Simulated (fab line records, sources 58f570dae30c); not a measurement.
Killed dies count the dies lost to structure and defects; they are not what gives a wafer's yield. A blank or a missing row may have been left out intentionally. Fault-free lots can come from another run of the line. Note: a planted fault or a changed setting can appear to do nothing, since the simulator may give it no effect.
Code-filled problem report in 8D (eight disciplines) form | flow berkeleyCmos170 | the parts of the form that need people (team, actions taken, sign-off) are left out

== 1. THE ISSUE ==
At UCB170_V2_COAT_07, spinSpeedRpm averages 1559.8 rpm over 6 wafers from 2 lots, while fault-free wafers read 1500.0 rpm, standard deviation 1. That puts it +60 standard deviations away from the usual mean.
The step: resist thk 900 nm.
Seen first at day 12 07:11 on lithoTrack-04, wafer L835.1. The record holds 42 wafers of 14 lots with a number at this step. Rule for "out", or "out of limits": more than 4 standard deviations from the usual mean. The rest of the wafers with a number are treated as sound.

== 2. WHAT IT IS AND WHAT IT IS NOT ==
question                    | is                     | is not
which readings at this step | spinSpeedRpm           | -
which lots                  | L834, L835             | L826, L827, L828, L833, L836, L841, L842, L843, L845, L846, L848, L849
which wafers of those lots  | all that have a number | -
read on which tools         | lithoTrack-04          | lithoTrack-02, lithoTrack-03
when                        | from day 12 07:11      | up to then (15 sound wafers); but 21 sound wafers of L841, L842, L843, L845, L846, L848, L849 came after

== 3. THE SUSPECTS, EACH WITH WHAT RULES IT OUT ==
Counting: any tool at a process step up to the reading is kept as a suspect provided that every lot that is out went through it and no sound lot did after the first of them.
- lithoTrack-04 at UCB170_V2_COAT_07 (resist thk 900 nm): ruled out as a lasting fault. The sound lots L848 went through it after L835, its earliest lot that is out (day 12 07:11).
Left after counting: nothing in the record.

== 4. THE CAUSE (what the simulator had put in) ==
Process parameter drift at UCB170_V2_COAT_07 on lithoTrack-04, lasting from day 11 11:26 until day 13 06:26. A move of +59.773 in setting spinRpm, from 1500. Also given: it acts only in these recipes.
Counting ruled it out, wrongly.

== 5. SEQUENCE OF EFFECTS, ordered by route ==
Rows list readings where the struck wafers' mean (over those with a number) sits beyond 3 standard deviations from the usual. Readings are gone through only where the record gives a usual standard deviation; hours: the median, over the lots, of the time from a lot's start at the first step in this table giving one to that lot's start at this step; sigmas: the change measured in usual standard deviations.
hours | step              | reading      | usual      | on struck wafers | change | sigmas
0     | UCB170_V2_COAT_07 | spinSpeedRpm | 1500.0 rpm | 1559.8           | +59.8  | +60
Here are the process steps it includes:
- UCB170_V2_COAT_07: resist thk 900 nm.
At these later measuring or inspecting steps, every struck wafer for which the step has a row has a number for every such reading, and none has moved that far: UCB170_V2_OVL_MEAS_13.

== 6. HOW IT WOULD HAVE BEEN CAUGHT EARLIER ==
The fault began at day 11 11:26; the first out-of-limits reading in this record came at day 12 07:11, 20 hours later.
